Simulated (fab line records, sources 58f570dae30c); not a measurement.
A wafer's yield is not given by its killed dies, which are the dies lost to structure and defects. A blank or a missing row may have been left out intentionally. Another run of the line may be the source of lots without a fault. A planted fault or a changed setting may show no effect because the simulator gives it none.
Which tool did it? + flow berkeley cmos170 + Sampling: 16 lots, 48 wafers, 5 of 331 route steps

== WHAT EACH GAUGE READ, for each wafer ==
UCB170_NWELL_OVL_MEAS_12. Usual: for NWELL_OVL the level is 2 nm and the standard deviation is 5.4.
| lot  | measured    | on         | NWELL_OVL (nm) | flag |
|------|-------------|------------|----------------|------|
| L973 | day 2 12:20 | overlay-02 | 1 6 4          |      |
| L974 | day 2 19:01 | overlay-01 | -6 9 7         |      |
| L975 | day 2 19:16 | overlay-02 | -2 0 4         |      |
| L976 | day 3 08:43 | overlay-02 | 3 8 2          |      |
| L977 | day 3 12:37 | overlay-01 | -6 1 7         |      |
| L979 | day 3 18:52 | overlay-01 | 2 0 5          |      |
| L978 | day 3 18:37 | overlay-01 | -3 5 9         |      |
| L980 | day 3 23:22 | overlay-01 | 13 7 6         |      |
| L981 | day 4 02:20 | overlay-01 | -6 -9 -2       |      |
| L982 | day 4 09:34 | overlay-01 | -4 -11 -2      |      |
| L986 | day 5 09:21 | overlay-01 | 12 3 1         |      |
| L987 | day 5 09:05 | overlay-02 | 7 -1 -6        |      |
| L988 | day 5 13:08 | overlay-01 | -7 1 1         |      |
| L989 | day 5 17:23 | overlay-01 | 8 8 10         |      |
| L990 | day 6 04:43 | overlay-01 | 3 11 4         |      |
| L994 | day 6 16:47 | overlay-02 | 4 2 1          |      |

UCB170_PFIELD_OVL_MEAS_06. Usual: for PFIELD_OVL the level is 0 nm and the standard deviation is 6.1.
| lot  | measured    | on         | PFIELD_OVL (nm) | flag |
|------|-------------|------------|-----------------|------|
| L973 | day 4 13:28 | overlay-01 | -1 6 -1         |      |
| L974 | day 4 23:07 | overlay-02 | -8 6 -11        |      |
| L975 | day 4 23:08 | overlay-01 | 16 3 14         |      |
| L976 | day 5 14:23 | overlay-02 | -11 -6 -3       |      |
| L977 | day 5 14:08 | overlay-02 | 0 -8 3          |      |
| L979 | day 5 23:14 | overlay-02 | -2 -4 -11       |      |
| L978 | day 5 23:58 | overlay-01 | 0 -3 11         |      |
| L980 | day 6 03:04 | overlay-02 | 1 -11 0         |      |
| L981 | day 5 23:48 | overlay-02 | 6 14 8          |      |
| L982 | day 6 10:28 | overlay-01 | -1 -1 -2        |      |
| L986 | day 7 16:41 | overlay-02 | 257 252 264     | OFF  |
| L987 | day 7 16:07 | overlay-02 | 266 269 265     | OFF  |
| L988 | day 7 16:25 | overlay-02 | 5 -5 3          |      |
| L989 | day 7 16:22 | overlay-01 | 254 251 258     | OFF  |
| L990 | day 8 03:53 | overlay-01 | 260 260 246     | OFF  |
| L994 | day 8 13:51 | overlay-02 | 3 6 7           |      |

UCB170_SACOX_THK_MEAS_02. Usual: for SACOX_OXIDE_THK the level is 14.4 nm and the standard deviation is 0.3.
| lot  | measured    | on            | SACOX_OXIDE_THK (nm) | flag |
|------|-------------|---------------|----------------------|------|
| L973 | day 5 06:32 | film metro-04 | 14.6 14.8 14.8       |      |
| L974 | day 5 16:44 | film metro-04 | 14.3 14.1 14.4       |      |
| L975 | day 5 16:44 | film metro-02 | 14.3 14.3 14.2       |      |
| L976 | day 6 05:35 | film metro-04 | 14.3 14.3 14.4       |      |
| L977 | day 6 05:36 | film metro-02 | 14.6 14.9 14.4       |      |
| L979 | day 6 16:47 | film metro-04 | 14.3 14.2 14.0       |      |
| L978 | day 6 16:44 | film metro-03 | 14.8 14.8 14.9       |      |
| L980 | day 6 21:14 | film metro-04 | 14.7 14.5 14.8       |      |
| L981 | day 6 16:43 | film metro-02 | 14.3 14.6 14.3       |      |
| L982 | day 7 06:46 | film metro-02 | 13.8 13.6 13.6       |      |
| L986 | day 8 12:13 | film metro-03 | 14.4 14.6 14.2       |      |
| L987 | day 8 12:13 | film metro-04 | 14.6 14.6 14.6       |      |
| L988 | day 8 12:16 | film metro-04 | 15.0 14.9 14.9       |      |
| L989 | day 8 12:13 | film metro-02 | 14.1 14.4 14.4       |      |
| L990 | day 8 23:31 | film metro-04 | 14.3 14.3 14.4       |      |
| L994 | day 9 09:09 | film metro-02 | 14.2 14.4 14.1       |      |

== EACH LOT AND THE TOOL THAT RAN IT (in order: tool; ch and the chambers of the sampled wafers; start) ==
| lot  | UCB170_ZERO_STRIP_07                | UCB170_PFIELD_EXPOSE_03          |
|------|-------------------------------------|----------------------------------|
| L973 | plasma asher-04 ch 0,1, day 2 02:22 | krf scanner-02 ch 0, day 4 12:55 |
| L974 | plasma asher-04 ch 0,1, day 2 07:28 | krf scanner-01 ch 0, day 4 22:16 |
| L975 | plasma asher-04 ch 0,1, day 2 09:01 | krf scanner-01 ch 0, day 4 22:25 |
| L976 | plasma asher-01 ch 0,1, day 2 14:25 | krf scanner-02 ch 0, day 5 13:58 |
| L977 | plasma asher-04 ch 0,1, day 3 00:07 | krf scanner-01 ch 0, day 5 13:36 |
| L979 | plasma asher-01 ch 0,1, day 3 08:22 | krf scanner-01 ch 0, day 5 21:45 |
| L978 | plasma asher-03 ch 0,1, day 3 08:34 | krf scanner-01 ch 0, day 5 22:38 |
| L980 | plasma asher-04 ch 0,1, day 3 14:10 | krf scanner-02 ch 0, day 6 02:22 |
| L981 | plasma asher-04 ch 0,1, day 3 16:56 | krf scanner-01 ch 0, day 5 22:11 |
| L982 | plasma asher-03 ch 0,1, day 3 21:54 | krf scanner-02 ch 0, day 6 10:05 |
| L986 | plasma asher-01 ch 0,1, day 4 17:08 | krf scanner-01 ch 0, day 7 16:03 |
| L987 | plasma asher-01 ch 0,1, day 4 21:31 | krf scanner-01 ch 0, day 7 15:13 |
| L988 | plasma asher-01 ch 0,1, day 5 03:43 | krf scanner-02 ch 0, day 7 15:46 |
| L989 | plasma asher-04 ch 0,1, day 5 07:55 | krf scanner-01 ch 0, day 7 15:19 |
| L990 | plasma asher-01 ch 0,1, day 5 14:41 | krf scanner-01 ch 0, day 8 03:19 |
| L994 | plasma asher-03 ch 0,1, day 6 07:55 | krf scanner-02 ch 0, day 8 13:29 |
- UCB170_ZERO_STRIP_07: strips in O2.
- UCB170_PFIELD_EXPOSE_03: exposes mask PFIELD, target cd 1500 nm.

== AS READ BY THE TOOLS THEMSELVES (means over the sampled wafers that have a number; for cases with no such wafer, the mark the record gives instead) ==
UCB170_ZERO_STRIP_07. Usual: drypump motor current A 5.5 A, standard deviation 0.31; oes product au 0.727 a.u., standard deviation 0.0046; strip time to endpoint s 21.54 s, standard deviation 0.055.
| lot  | tool            | drypump motor current A (A) | oes product au (a.u.) | strip time to endpoint s (s) | flag |
|------|-----------------|-----------------------------|-----------------------|------------------------------|------|
| L973 | plasma asher-04 | 5.4                         | 0.728                 | 21.60                        |      |
| L974 | plasma asher-04 | 5.4                         | 0.727                 | 21.53                        |      |
| L975 | plasma asher-04 | 5.4                         | 0.730                 | 21.54                        |      |
| L976 | plasma asher-01 | 5.3                         | 0.725                 | 21.51                        |      |
| L977 | plasma asher-04 | 5.4                         | 0.723                 | 21.60                        |      |
| L979 | plasma asher-01 | 5.3                         | 0.727                 | 21.51                        |      |
| L978 | plasma asher-03 | 5.6                         | 0.727                 | 21.53                        |      |
| L980 | plasma asher-04 | 5.4                         | 0.727                 | 21.62                        |      |
| L981 | plasma asher-04 | 5.4                         | 0.725                 | 21.56                        |      |
| L982 | plasma asher-03 | 5.4                         | 0.723                 | 21.52                        |      |
| L986 | plasma asher-01 | 5.6                         | 0.727                 | 21.48                        |      |
| L987 | plasma asher-01 | 5.6                         | 0.731                 | 21.61                        |      |
| L988 | plasma asher-01 | 5.3                         | 0.729                 | 21.46                        |      |
| L989 | plasma asher-04 | 5.4                         | 0.723                 | 21.49                        |      |
| L990 | plasma asher-01 | 5.6                         | 0.733                 | 21.57                        |      |
| L994 | plasma asher-03 | 5.6                         | 0.724                 | 21.59                        |      |

== THE ANSWER, worked out from the rows above alone ==
Rule: lot off if the mean of its wafers having a number is beyond 3 standard deviations from the usual mean. A lot without any number at a reading at which 4 lots or more have one is off too. All remaining lots with rows at the step are treated as sound. Order of review: gauges by route order, followed by the tools' own readings, for which a lot's mean as printed above is used. At the first step where some lot is off, the reading lying furthest off is the one used; lots without a number count as furthest.
Off: L986, L987, L989, L990, at UCB170_PFIELD_OVL_MEAS_06 (PFIELD_OVL).
If a tool, at a process step before that reading, ran all the lots that are off and no sound lot after the first of them, it fits. Gauges at UCB170_PFIELD_OVL_MEAS_06: tried the same way as those tools. One fits: krf scanner-01 at UCB170_PFIELD_EXPOSE_03. Its last sound lot is L978 (day 5 22:38), its first lot that is off L987 (day 7 15:13): a fault that began between those two fits.

== WHAT WAS PUT IN BY THE SIMULATOR ==
Scanner matching overlay: krf scanner-01, from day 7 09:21 on, at UCB170_PFIELD_EXPOSE_03. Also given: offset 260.
Lots struck among those shown: L987, L986, L989, L990. The rule above found the same.
